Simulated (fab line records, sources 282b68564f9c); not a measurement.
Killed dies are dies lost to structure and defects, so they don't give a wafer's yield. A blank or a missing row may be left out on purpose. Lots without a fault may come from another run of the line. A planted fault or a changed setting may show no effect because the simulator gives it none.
fab line records | flow rit_cmos
record lots=6 wafers=18 last_day=7
route steps=202 shown SILICIDE@167 CONTACT@168 M1@202
lots that met no fault: from a run of the same line without faults
start_h: hours from the record's first day to the start of the lot's first wafer shown | wait_h: hours since the lot's step before | " the same as in the row above | L1.1+2: a row that stands for several wafers | - no value, or no start given | * or withheld: withheld | < > ~ a bound
route shown NAME@n: a module of which the file shows steps, and the number in the route of the first | usual: mean/standard deviation of fault-free wafers | same: alike in all rows | chamber/n: place in a boat | sites: the reading at each site | _std_site: their standard deviation | _edge_site: outer sites' mean less inner sites' | radius_mm: how far each site lies from the wafer's centre | mask NAME#n: copy n | behind: the tool/chamber that last shaped the wafer | hold: why the lot was held/for how many hours/how that ended | device: the transistor (n, p or np) that didn't switch | end of line: the same wafers' tests at the end of the route | a step without rows: its recipe alone | killed: dies lost to structure and defects at the first sort, not the wafer's yield | map: a wafer's dies, x killed, . not, _ none there
set.NAME: the setting as run; set.NAME@STEP: as run at that earlier step | model.NAME: the simulator's own value behind a step, which no gauge read
lots at some steps of the route; a table a step, a row a wafer
services: from which hour (start_h, from the record's first day; less than 0 if before it) a tool's chamber was out of use, for how many hours, and why
## steps
# step RIT_SILICIDE_RTA_06
# recipe temp_c=750 time_s=10 idle_temp_c=25 ramp_up_s=5 ramp_down_s=10 cool_to_c=25 ambient=N2
# usual wafer_temp_C_max=753.6/1.2
# columns lot.wafer tool chamber start_h wait_h wafer_temp_C_max
L488.1 rtp_anneal-02 0 55.29 0.0 752.2
L488.2 " 0 " " 752.5
L488.4 " 0 " " 753.3
L495.1 rtp_anneal-01 0 94.73 0.0 754.8
L495.4 " 0 " " 754.7
L495.5 " 0 " " 753.1
L499.1 rtp_anneal-01 0 116.25 0.0 754.2
L499.2 " 0 " " 754.8
L499.4 " 0 " " 754.9
L502.2 rtp_anneal-02 0 126.02 0.0 753.1
L502.3 " 0 " " 752.3
L502.4 " 0 " " 752.0
L504.1 rtp_anneal-02 0 135.93 0.0 751.5
L504.4 " 0 " " 751.7
L504.5 " 0 " " 752.0
L509.4 rtp_anneal-01 0 164.41 0.0 754.1
L509.5 " 0 " " 756.5
L509.6 " 0 " " 753.7
# step RIT_CONTACT_CVD_00
# recipe material=SiO2 target_thk_nm=400 precursor=TEOS temp_c=390 time_s=58.18 rf_w=400
# usual heater_power_w=313/54
# columns lot.wafer tool chamber start_h wait_h heater_power_w
L488.1 pecvd-04 2 55.35 0.1 332
L488.2 " 0 " " 331
L488.4 " 0 " " 339
L495.1 pecvd-03 1 94.80 0.1 361
L495.4 " 2 " " 407
L495.5 " 0 " " 339
L499.1 pecvd-02 1 116.31 0.1 235
L499.2 " 2 " " 305
L499.4 " 2 " " 320
L502.2 pecvd-02 2 126.08 0.0 319
L502.3 " 1 " " 267
L502.4 " 2 " " 338
L504.1 pecvd-03 1 136.00 0.1 399
L504.4 " 0 " " 328
L504.5 " 1 " " 400
L509.4 pecvd-04 1 164.47 0.0 240
L509.5 " 2 " " 298
L509.6 " 1 " " 247
# step RIT_CONTACT_THK_MEAS_01
# recipe reads=SiO2_of_CONTACT_CVD_00
# usual CONTACT_TEOS_THK=382/5.2
# columns lot.wafer tool chamber start_h wait_h CONTACT_TEOS_THK[nm]
L488.1 film_metro-02 - 55.40 0.0 379
L488.2 " - " " 383
L488.4 " - " " 392
L495.1 film_metro-02 - 94.85 0.0 381
L495.4 " - " " 389
L495.5 " - " " 386
L499.1 film_metro-04 - 116.36 0.0 375
L499.2 " - " " 373
L499.4 " - " " 384
L502.2 film_metro-01 - 126.14 0.0 382
L502.3 " - " " 378
L502.4 " - " " 388
L504.1 film_metro-02 - 136.05 0.0 383
L504.4 " - " " 386
L504.5 " - " " 387
L509.4 film_metro-02 - 164.55 0.1 391
L509.5 " - " " 385
L509.6 " - " " 390
# step RIT_CONTACT_HMDS_02
# recipe prime_time_s=60 prime_temp_c=140
# step RIT_CONTACT_COAT_03
# recipe resist=NOVOLAK spin_rpm=3250 resist_thk_nm=1000
# step RIT_CONTACT_SOFTBAKE_04
# recipe resist=NOVOLAK temp_c=90 time_s=60
# step RIT_CONTACT_EXPOSE_05
# recipe mask_id=M11 na=0.6 source_shape=conventional sigma_outer=0.5 target_cd_nm=1000 dose_mj=250
# step RIT_CONTACT_PEB_06
# recipe resist=NOVOLAK temp_c=withheld time_s=withheld
# step RIT_CONTACT_DEVELOP_07
# recipe resist=NOVOLAK develop_time_s=120 dev_temp_c=23
# step RIT_CONTACT_CD_MEAS_08
# recipe target_cd_nm=1000
# usual cd_nm=999.7/1.8
# columns lot.wafer tool chamber start_h wait_h cd_nm
L488.1 cd_sem-02 - 56.43 - 998.7
L488.2 " - " " 998.8
L488.4 " - " " 998.7
L495.1 cd_sem-01 - 96.00 - 1000.8
L495.4 " - " " 1000.8
L495.5 " - " " 1002.8
L499.1 cd_sem-01 - 117.39 - 999.4
L499.2 " - " " 999.1
L499.4 " - " " 1000.0
L502.2 cd_sem-01 - 127.21 - 998.9
L502.3 " - " " 1001.0
L502.4 " - " " 998.9
L504.1 cd_sem-01 - 137.08 - 1000.9
L504.4 " - " " 999.3
L504.5 " - " " 1000.4
L509.4 cd_sem-01 - 165.73 - 1000.7
L509.5 " - " " 998.0
L509.6 " - " " 1000.1
# step RIT_CONTACT_OVL_MEAS_09
# usual CONTACT_OVL=-0.4/1.7
# columns lot.wafer tool chamber start_h wait_h CONTACT_OVL[nm]
L488.1 overlay-01 - 56.55 0.1 -1.2
L488.2 " - " " -1.6
L488.4 " - " " -1.3
L495.1 overlay-01 - 96.12 0.1 -2.2
L495.4 " - " " -1.9
L495.5 " - " " -3.0
L499.1 overlay-02 - 117.51 0.1 0.5
L499.2 " - " " 0.2
L499.4 " - " " -0.1
L502.2 overlay-01 - 127.32 0.1 3.2
L502.3 " - " " 2.0
L502.4 " - " " 2.5
L504.1 overlay-01 - 137.20 0.1 -0.1
L504.4 " - " " -1.2
L504.5 " - " " -1.2
L509.4 overlay-01 - 165.81 0.1 -2.0
L509.5 " - " " -0.9
L509.6 " - " " -2.6
# step RIT_CONTACT_HARDBAKE_10
# recipe resist=NOVOLAK temp_c=140 time_s=60
# step RIT_CONTACT_ETCH_11
# recipe target_depth_a=4800 over_etch_frac=0.2 stop_on=TiSi2 chemistry=CHF3/CF4/Ar target=SiO2 CHF3_flow_sccm=50 cf4_flow_sccm=10 Ar_flow_sccm=100 O2_flow_sccm=5 pressure_mtorr=100 rf_w=200 time_s=320
# usual drypump_motor_current_A=5.9/0.39 oes_product_au=0.990/0.0096 rf_fwd_power_W=199.6/0.65 throttle_valve_pct=8.89/0.14
# columns lot.wafer tool chamber start_h wait_h drypump_motor_current_A oes_product_au rf_fwd_power_W rf_hours_counter_h throttle_valve_pct model.NOVOLAK_of_CONTACT_COAT_03.thk_nm
L488.1 rie_diel-02 0 56.74 0.1 5.8 0.996 198.2 135 8.83 773.5
L488.2 " 2 " " 6.0 0.986 199.7 0 9.12 769.1
L488.4 " 3 " " 6.6 1.007 199.5 10 8.77 772.7
L495.1 rie_diel-02 3 96.31 0.1 6.6 1.004 200.6 11 8.77 767.5
L495.4 " 0 " " 5.8 0.999 200.0 136 8.83 766.7
L495.5 " 1 " " 5.8 0.995 199.6 - 8.89 766.9
L499.1 rie_diel-02 3 117.77 0.1 6.5 1.018 300.1 11 8.76 742.7
L499.2 " 1 " " 5.8 0.984 300.9 147 8.89 738.3
L499.4 " 2 " " 6.0 0.990 300.0 1 9.12 741.3
L502.2 rie_diel-02 2 127.50 0.1 5.9 0.985 298.9 2 9.12 743.2
L502.3 " 1 " " 5.8 0.982 301.1 148 8.88 740.3
L502.4 " 3 " " 6.6 1.000 298.7 11 8.78 745.7
L504.1 rie_diel-03 1 137.38 0.1 6.0 0.991 200.0 130 9.04 773.1
L504.4 " 0 " " 6.2 0.970 200.6 9 9.01 774.5
L504.5 " 3 " " 6.0 0.999 199.1 - 8.57 774.8
L509.4 rie_diel-04 3 165.97 0.1 6.0 0.971 200.4 0 8.82 770.2
L509.5 " 1 " " 5.9 0.995 199.2 - 8.94 766.7
L509.6 " 2 " " 5.2 0.989 199.5 - 9.05 770
# step RIT_CONTACT_STRIP_12
# recipe chemistry=O2 time_s=180 resist=NOVOLAK platen_temp_c=withheld power_w=500 pressure_mtorr=4000 o2_flow_sccm=4000
# usual drypump_motor_current_A=5.71/0.19 rf_refl_power_W=7.0/1.7
# columns lot.wafer tool chamber start_h wait_h drypump_motor_current_A rf_hours_counter_h rf_refl_power_W
L488.1 plasma_asher-01 0 56.93 0.1 5.55 41 5.8
L488.2 " 1 " " 6.06 41 5.5
L488.4 " 0 " " 5.56 - 5.9
L495.1 plasma_asher-03 0 96.50 0.1 5.56 45 7.9
L495.4 " 0 " " 5.56 - 7.7
L495.5 " 0 " " 5.56 - 7.8
L499.1 plasma_asher-03 1 117.97 0.1 5.63 0 8.9
L499.2 " 0 " " 5.55 0 7.8
L499.4 " 0 " " 5.56 - 7.6
L502.2 plasma_asher-01 1 127.69 0.1 6.06 49 5.3
L502.3 " 0 " " 5.57 - 6.0
L502.4 " 1 " " 6.06 - 5.5
L504.1 plasma_asher-03 1 137.58 0.1 5.67 2 8.6
L504.4 " 1 " " 5.67 - 9.1
L504.5 " 1 " " 5.66 - 8.9
L509.4 plasma_asher-03 1 166.23 0.2 5.67 - 8.6
L509.5 " 1 " " 5.63 - 8.7
L509.6 " 0 " " 5.54 - 7.8
# step RIT_M1_PROBE_99
# usual killed_at_contacts=0.1/0.23 killed_at_front_end=6/3.1 killed_dies=6/3.1 killed_open=3.2/1.9 killed_short=3.2/2.1
# same gross_dies=264 killed_at_M0_to_M3=0 killed_at_M4_up=0 killed_at_back_side=0 killed_at_other=0
# columns lot.wafer tool chamber start_h wait_h killed_at_contacts killed_at_front_end killed_dies killed_open killed_short model.etest.antenna_contact.gate_log10_a_cm2 model.etest.nmos_0p15.junction_log10_a_um model.etest.nmos_narrow.off_log10_a_um model.etest.gate_end_array.leak_log10_a_um model.etest.nmos_0p3.off_log10_a_um model.etest.contact_diode_array.leak_log10_a model.etest.pmos_0p15.junction_log10_a_um model.etest.antenna_contact.vt_shift_v
L488.1 prober-02 - 61.61 0.1 0 8 8 4 4 -6.776 -12.93 -13.02 -12.93 -13.1 -9.348 -13.69 -0.01031
L488.2 prober-02 - 61.66 0.1 0 8 8 3 5 -6.824 -13.43 -13.13 -12.79 -13.04 -9.33 -13.57 -0.01307
L488.4 prober-02 - 61.76 0.2 0 3 3 1 2 -6.986 -13.29 -13.08 -12.85 -13.02 -9.481 -13.79 -0.009845
L495.1 prober-01 - 101.29 0.1 0 9 9 4 5 -5.69 -13.34 -13.05 -12.79 -12.97 -9.301 -13.88 -0.01458
L495.4 prober-01 - 101.44 0.2 1 8 9 3 6 -5.863 -13.47 -13.27 -12.89 -13.04 -9.371 -13.81 -0.01228
L495.5 prober-01 - 101.49 0.2 0 4 4 3 1 -5.835 -13.59 -13.23 -12.78 -12.99 -9.266 -13.79 -0.01141
L499.1 prober-01 - 122.93 0.1 0 7 7 2 5 -5.338 -12.56 -12.48 -12.34 -12.51 -9.115 -13.36 -0.05248
L499.2 prober-01 - 122.98 0.1 0 11 11 4 7 -5.326 -12.36 -12.36 -12.16 -12.3 -9.022 -13.26 -0.05128
L499.4 prober-01 - 123.08 0.2 0 9 9 1 7 -5.471 -12.58 -12.49 -12.3 -12.49 -9.238 -13.4 -0.05214
L502.2 prober-02 - 158.79 0.1 1 7 8 7 1 -4.837 -12.55 -12.46 -12.25 -12.43 -8.884 -13.37 -0.05372
L502.3 prober-02 - 158.84 0.2 0 6 6 4 2 -4.912 -12.39 -12.35 -12.16 -12.33 -9.011 -13.25 -0.05362
L502.4 prober-02 - 158.89 0.2 0 7 7 6 1 -4.743 -12.71 -12.6 -12.3 -12.5 -9.283 -13.44 -0.05201
L504.1 prober-01 - 159.34 0.6 0 7 7 4 3 -5.906 -13.2 -13.19 -12.85 -13.04 -9.575 -13.79 -0.009833
L504.4 prober-01 - 159.49 0.7 0 4 4 2 2 -6.083 -13.45 -13.09 -12.88 -13.05 -9.277 -13.66 -0.01166
L504.5 prober-01 - 159.54 0.7 0 8 8 5 3 -5.939 -13.56 -13.04 -12.76 -12.95 -9.299 -13.78 -0.01154
L509.4 prober-01 - 171.28 0.2 0 12 12 2 7 -6.637 -13.39 -13.11 -12.78 -13.04 -9.617 -13.8 -0.008764
L509.5 prober-01 - 171.33 0.2 0 4 4 3 1 -6.744 -13.31 -13.31 -12.81 -12.96 -9.308 -13.7 -0.01169
L509.6 prober-01 - 171.38 0.2 0 1 1 1 0 -6.927 -13.18 -13.24 -12.85 -13.09 -9.313 -13.72 -0.01019
# killed by level:class
L488.1 GATE:geometric_particle:open=2 GATE:geometric_particle:short=2 REOX:geometric_particle:short=1 SPACER:geometric_particle:open=1 SILICIDE:geometric_particle:open=1 SILICIDE:geometric_particle:short=1
L488.2 GATE:geometric_particle:short=2 GATE:geometric_particle:open=2 REOX:geometric_particle:short=2 REOX:geometric_particle:open=1 SPACER:geometric_particle:short=1
L488.4 ACTIVE:geometric_particle:short=1 GATE:geometric_particle:short=1 REOX:geometric_particle:open=1
L495.1 GATE:geometric_particle:open=2 FOX1:geometric_particle:short=1 FOX1:geometric_particle:open=1 FOX2:geometric_particle:short=1 GATE:geometric_particle:short=1 REOX:geometric_particle:short=1 REOX:geometric_particle:open=1 SPACER:geometric_particle:short=1
L495.4 REOX:geometric_particle:short=3 FOX2:geometric_particle:short=2 FOX1:geometric_particle:open=1 GATE:geometric_particle:open=1 SPACER:geometric_particle:open=1 CONTACT:geometric_particle:short=1
L495.5 GATE:geometric_particle:open=2 FOX2:geometric_particle:open=1 GATE:geometric_particle:short=1
L499.1 SILICIDE:geometric_particle:short=3 REOX:geometric_particle:open=1 REOX:geometric_particle:short=1 SPACER:geometric_particle:short=1 SILICIDE:geometric_particle:open=1
L499.2 GATE:geometric_particle:short=4 FOX1:geometric_particle:short=2 GATE:geometric_particle:open=2 FOX1:geometric_particle:open=1 FOX2:geometric_particle:short=1 SILICIDE:geometric_particle:open=1
L499.4 REOX:geometric_particle:short=3 GATE:geometric_particle:short=2 SPACER:geometric_particle:short=2 GATE:geometric_particle:open=1 PLDD:coat_microbubble_printed=1
L502.2 FOX2:geometric_particle:open=3 ACTIVE:geometric_particle:short=1 FOX1:geometric_particle:open=1 REOX:geometric_particle:open=1 SILICIDE:geometric_particle:open=1 CONTACT:geometric_particle:open=1
L502.3 GATE:geometric_particle:open=2 FOX1:geometric_particle:short=1 GATE:geometric_particle:short=1 REOX:geometric_particle:open=1 SPACER:geometric_particle:open=1
L502.4 ACTIVE:geometric_particle:open=1 FOX1:geometric_particle:short=1 FOX1:geometric_particle:open=1 FOX2:geometric_particle:open=1 GATE:geometric_particle:open=1 REOX:geometric_particle:open=1 SILICIDE:geometric_particle:open=1
L504.1 GATE:geometric_particle:short=3 GATE:geometric_particle:open=2 SPACER:geometric_particle:open=1 SILICIDE:geometric_particle:open=1
L504.4 GATE:geometric_particle:short=2 GATE:geometric_particle:open=1 SILICIDE:geometric_particle:open=1
L504.5 SPACER:geometric_particle:open=3 SILICIDE:geometric_particle:short=2 GATE:geometric_particle:short=1 GATE:geometric_particle:open=1 REOX:geometric_particle:open=1
L509.4 GATE:geometric_particle:short=3 PRETRO:coat_microbubble_printed=3 SILICIDE:geometric_particle:short=2 FOX1:geometric_particle:short=1 FOX2:geometric_particle:open=1 REOX:geometric_particle:short=1 SPACER:geometric_particle:open=1
L509.5 FOX1:geometric_particle:open=2 GATE:geometric_particle:open=1 SILICIDE:geometric_particle:short=1
L509.6 FOX1:geometric_particle:open=1
## services
# columns tool chamber start_h hours kind
rie_diel-02 0 33.88 14.1 repair
plasma_asher-03 - 44.25 10.6 repair
rie_diel-03 1 65.39 15.9 repair
rie_diel-04 1 68.21 5.2 repair
rie_diel-03 1 90.83 2.7 repair
rie_diel-02 - 107.92 1.0 repair
plasma_asher-03 - 108.75 9.0 pm
plasma_asher-03 0 108.75 9.0 vent_cycle
plasma_asher-03 1 108.75 9.0 vent_cycle
plasma_asher-03 0 117.75 - clean
plasma_asher-03 1 117.75 - clean
rie_diel-04 3 126.21 - clean
rie_diel-04 3 126.21 27.3 scheduled_down
rie_diel-04 3 126.21 27.3 vent_cycle
rie_diel-03 - 130.78 2.8 pm
rie_diel-02 3 153.81 5.6 repair
plasma_asher-01 - 160.25 2.8 pm
rie_diel-02 1 164.93 - clean
## key
first_sign step=RIT_CONTACT_ETCH_11 reading=rf_fwd_power_W direction=up sigmas=99+ usual=199.6 struck=300.0
effect none on later readings
model_effect step=RIT_CONTACT_ETCH_11 value=NOVOLAK_of_CONTACT_COAT_03.thk_nm without=767.7 struck=741.9
model_effect step=RIT_M1_PROBE_99 value=etest.antenna_contact.gate_log10_a_cm2 without=-6.301 struck=-5.105
met_at RIT_CONTACT_ETCH_11
struck_wafers L499.1,L499.2,L499.4,L502.2,L502.3,L502.4
tester_left_out L499,L502
onset_between 96.31 117.77
fault kind=process_parameter_drift tool=rie_diel-02 chamber=- onset_h=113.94 steps=RIT_CONTACT_ETCH_11 channel=rf_w offset=100 shape=step end_h=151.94 acts_in=these_recipes_only stated=200
# tester_left_out: of these lots the tester's yield and bins aren't shown, on N5 and GAA mostly nor the transistor test; their killed dies are dies lost to structure and defects alone, not to doping, threshold or leakage, so they don't give the yield
